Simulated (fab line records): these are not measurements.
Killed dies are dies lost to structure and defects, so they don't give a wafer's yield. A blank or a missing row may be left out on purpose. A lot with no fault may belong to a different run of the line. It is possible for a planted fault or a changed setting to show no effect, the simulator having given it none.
Struck lot and sound lot, side by side || flow berkeley cmos170 || 14 steps out of a route of 331
Sound: wafers L658.3, L658.4, L658.5. The struck wafers were L666.3, L666.5, L666.6. At the end, the cause is stated.
Order at every step that has rows: each side's tool, ch and its chambers, its first start. Under that, the readings that differ: sound wafers || struck wafers || difference of the means || sigmas: that difference in standard deviations of wafers without a fault.
alike: words and numbers the same on both sides, and readings whose means are apart by under 2 such deviations; not compared: readings that were withheld, readings missing a value for some wafer, numbers with overlapping values and no deviation given by the record, and bounds like >300 which may hide the same value.
Wherever a step has rows on one side only, a row that says differs or no value, or a row with sigmas, the two part there. Non-overlapping numbers with no deviation appear without sigmas and do not part them. Lack of a reading on every wafer of one side parts them only where that side has two or more wafers.

first, 2 steps without rows for these wafers: UCB170_ACTIVE_ANNEAL_04 (time 900 s); UCB170_ACTIVE_CVD_05 (deposits Si3N4 from SiH2Cl2/NH3, target thk 220 nm, time 3300 s).
UCB170_ACTIVE_THK_MEAS_06:
  sound: film metro-03 at day 6 22:46; struck: film metro-02 at day 8 12:10
  alike: ACTIVE_NITRIDE_THK
then, 6 steps without rows for these wafers: UCB170_ACTIVE_HMDS_07 (prime time 60 s); UCB170_ACTIVE_COAT_08 (resist thk 900 nm); UCB170_ACTIVE_SOFTBAKE_09 (time 60 s); UCB170_ACTIVE_EXPOSE_10 (exposes mask ACTIVE, target cd 1200 nm); UCB170_ACTIVE_PEB_11; UCB170_ACTIVE_DEVELOP_12 (develop time 45.82 s).
UCB170_ACTIVE_CD_MEAS_13 targets a cd of 1200 nm.
  sound: cd sem-01 at day 6 23:56; struck: cd sem-02 at day 8 13:25
  alike: cd nm
UCB170_ACTIVE_OVL_MEAS_14:
  sound: overlay-01 at day 7 00:01; struck: overlay-01 at day 8 13:31
  alike: ACTIVE_OVL
UCB170_ACTIVE_ETCH_15: etches Si3N4 in CH3F/Ar/O2, stops on SiO2, target depth 242 nm, time 151 s.
  sound on rie diel-02 ch 0,1,2, day 7 00:02; struck on rie diel-01 ch 1,2,3, day 8 13:32
  alike: drypump motor current A, oes product au, throttle valve pct
  not compared: rf hours counter h
UCB170_ACTIVE_STRIP_16: strips in O2.
  sound on plasma asher-02 ch 0,1, day 7 00:11; struck on plasma asher-02 ch 0,1, day 8 13:40
  no value came back on the struck wafers for any of 5 readings (chamber pressure mTorr (mTorr), drypump motor current A (A) and others); on the sound wafers chamber pressure mTorr (mTorr) reads 3506 3508 3505
{"reading": "model.KrF_of_ACTIVE_COAT_08.thk nm (nm)", "sound": "0 0 0", "struck": "727.2 719.1 725.9", "difference": "+724.1", "sigmas": ""}
  not compared: rf hours counter h
UCB170_ACTIVE_CD_MEAS_90 targets a cd of 1200 nm.
  sound: cd sem-02 at day 7 00:17; struck: cd sem-02 at day 8 13:49
  alike: cd nm

== WHERE THEY PART ==
Only at UCB170_ACTIVE_STRIP_16, within this record. Later steps at which nothing parts them and some readings are alike: UCB170_ACTIVE_CD_MEAS_90.

WHY: whatever the simulator had introduced
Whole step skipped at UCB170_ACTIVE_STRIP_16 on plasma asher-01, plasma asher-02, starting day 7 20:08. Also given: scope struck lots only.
